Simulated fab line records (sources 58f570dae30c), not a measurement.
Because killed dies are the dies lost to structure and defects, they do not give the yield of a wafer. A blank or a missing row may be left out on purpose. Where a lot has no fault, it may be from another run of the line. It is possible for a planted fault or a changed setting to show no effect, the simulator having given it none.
Struck lot and sound lot, side by side    flow berkeleyCmos170    19 steps out of a route of 331
Sound: these wafers, L832.2, L832.3, L832.4. Wafers struck: L843.1, L843.3, L843.4. The cause comes at the end.
Each step with rows lists, per side, the tool, then ch with its chambers, then its first start. Under that, the readings that differ: sound wafers    struck wafers    difference of the means    sigmas: that difference in standard deviations of wafers without a fault.
alike: readings whose means differ by less than 2 such deviations, and words and numbers that are the same on both sides. not compared: withheld readings, readings that some wafer has no value for, bounds like >300 that may hide the same value, and numbers for which the record gives no deviation and whose values overlap.
The two part at a step that has a row with sigmas, a row that says differs or no value, or rows on one side only. Numbers that have no deviation but don't overlap get no sigmas and don't part them. Lack of a reading on every wafer of one side parts them only where that side has two or more wafers.

first, 4 steps without rows for these wafers: UCB170_PLDD_SOFTBAKE_02 (time 60 s); UCB170_PLDD_EXPOSE_03 (exposes mask PSELECT, target cd 1200 nm); UCB170_PLDD_PEB_04; UCB170_PLDD_DEVELOP_05 (develop time 45 s).
UCB170_PLDD_CD_MEAS_06 targets a cd of 1200 nm.
  sound: cdSem-02 at day 6 16:34; struck: cdSem-01 at day 9 13:15
  alike: cdNm
UCB170_PLDD_OVL_MEAS_07:
  sound: overlay-01 at day 6 16:40; struck: overlay-02 at day 9 13:22
  alike: PLDD_OVL
then, 2 steps without rows for these wafers: UCB170_PLDD_IMPLANT_08; UCB170_PLDD_IMPLANT_09.
UCB170_PLDD_STRIP_10: strips in O2.
  sound on plasmaAsher-04 ch 0,1, day 6 16:59; struck on plasmaAsher-03 ch 0,1, day 9 13:42
reading                   sound        struck       difference  sigmas
drypumpMotorCurrentA (A)  6.6 6.6 5.9  5.7 5.5 5.7  -0.7        -2
  alike: oesProductAu, stripTimeToEndpointS
  not compared: rfHoursCounterH
UCB170_PLDD_TW_MEAS_11:
  sound: filmMetro-02 at day 6 17:06; struck: filmMetro-02 at day 9 13:48
  alike: PLDD_TW
then, 2 steps without rows for these wafers: UCB170_PLDD_CLEAN_12 (cleans in SPM, time 600 s); UCB170_NLDD_HMDS_00 (prime time 60 s).
UCB170_NLDD_COAT_01: resist thk 900 nm.
  struck on lithoTrack-01, day 9 14:11; sound on lithoTrack-04 ch 0, day 6 17:53
  no value came back on the struck wafers for chillPlateTempC (C), dispensePressureKPa (kPa); on the sound wafers chillPlateTempC (C) reads 23.11 23.09 23.25
then, 4 steps without rows for these wafers: UCB170_NLDD_SOFTBAKE_02 (time 60 s); UCB170_NLDD_EXPOSE_03 (exposes mask NSELECT, target cd 1200 nm); UCB170_NLDD_PEB_04; UCB170_NLDD_DEVELOP_05 (develop time 45 s).
UCB170_NLDD_CD_MEAS_06 targets a cd of 1200 nm.
  sound: cdSem-01 at day 6 18:34; struck: cdSem-02 at day 9 14:56
reading    sound                 struck  difference                     sigmas
cdNm (nm)  1200.9 1199.8 1198.8  - - -   no value on the struck wafers  
UCB170_NLDD_OVL_MEAS_07:
  sound: overlay-02 at day 6 18:41; struck: overlay-01 at day 9 15:04
reading        sound    struck  difference                     sigmas
NLDD_OVL (nm)  -3 4 -4  - - -   no value on the struck wafers  

WHERE THEY PART
First at UCB170_PLDD_STRIP_10; last, within this record, at UCB170_NLDD_OVL_MEAS_07.

WHY: what had been put in by the simulator
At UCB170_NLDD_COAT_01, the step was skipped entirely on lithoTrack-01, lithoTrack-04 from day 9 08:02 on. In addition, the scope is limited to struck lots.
